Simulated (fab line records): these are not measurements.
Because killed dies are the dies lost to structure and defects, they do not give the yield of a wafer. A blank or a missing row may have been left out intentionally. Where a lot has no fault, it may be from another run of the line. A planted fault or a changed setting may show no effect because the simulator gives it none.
Problem report, 8D (eight disciplines) form, completed by code    flow rit cmos    the parts of the form that need people (team, actions taken, sign-off) are left out

## 1. WHAT WENT WRONG
Wafers free of any fault read 47.0 nm (standard deviation 0.98) for ACTIVE_OXIDE_THK at RIT_ACTIVE_THK_MEAS_02, against a mean of 41.1 nm on 9 wafers of 3 lots. That is -6.0 standard deviations from the usual mean.
Seen first at day 3 05:21 on film metro-03, wafer L157.1. Wafers with a number at this step in the record: 45, from 15 lots. Rule for "out", or "out of limits": more than 4 standard deviations from the usual mean. The other wafers with a number count as sound.

## 2. WHAT IT IS, AND WHAT IT ISN'T
question                     is                                           is not
which readings at this step  ACTIVE_OXIDE_THK                             -
which lots                   L157, L158, L160                             L149, L150, L151, L152, L153, L155, L156, L161, L162, L168, L171, L172
which wafers of those lots   all that have a number                       -
read on which gauges         film metro-02, film metro-03, film metro-04  -
when                         from day 3 05:21                             up to then (21 sound wafers); but 15 sound wafers of L161, L162, L168, L171, L172 came after

## 3. WHAT RULES OUT EACH SUSPECT
Counting: a tool at a process step up to the reading stays a suspect if it ran every lot that is out and no sound lot after the first of them.
- ruled out: the gauge at RIT_ACTIVE_THK_MEAS_02. The wafers that are out were read on 3 gauges (film metro-02, film metro-03, film metro-04).
- furnace-04 at RIT_ACTIVE_OXIDATION_01 (target thk 46.8 nm, ox time 3360 s): kept. It ran every lot that is out, first L157 (day 3 03:25), and no sound lot after that; its last sound lot up to then is L155 (day 2 22:56).
The count leaves furnace-04 at RIT_ACTIVE_OXIDATION_01.

## 4. THE CAUSE (what the simulator had put in)
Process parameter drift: furnace-04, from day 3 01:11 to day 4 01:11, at RIT_ACTIVE_OXIDATION_01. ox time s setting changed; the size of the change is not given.
After counting, this tool was the only one left.

## 5. THE CHAIN OF EFFECTS, in route order
One row per reading whose mean, taken over the struck wafers that have a number, lies over 3 standard deviations from the usual. Readings are gone through only where the record gives a usual standard deviation; hours: the median, over the lots, of the time from a lot's start at the first step in this table giving one to that lot's start at this step; sigmas: the change measured in usual standard deviations.
hours  step                    reading           usual    on struck wafers  change  sigmas
0      RIT_ACTIVE_THK_MEAS_02  ACTIVE_OXIDE_THK  47.0 nm  41.1              -5.9    -6.0
Later measuring or inspecting steps at which every struck wafer that the step has a row for has a number for every such reading, and none has moved that far: RIT_REOX_THK_MEAS_04, RIT_M1_RS_MEAS_01, RIT_M1_CD_MEAS_90.

## 6. WHAT WOULD HAVE CAUGHT IT SOONER
The first out-of-limits reading at a measuring or inspecting step in this record came at day 3 05:21, 4 hours after the fault's start at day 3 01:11.
No tool reading at RIT_ACTIVE_OXIDATION_01 that has a usual standard deviation in the record was out on any struck wafer, so an alarm limit of 4 standard deviations on those readings would not have fired.
L158, L160, from the lots that are out (3), started RIT_ACTIVE_OXIDATION_01 on furnace-04 later than day 3 05:21. A hold on the tool at that time would have spared those 2.
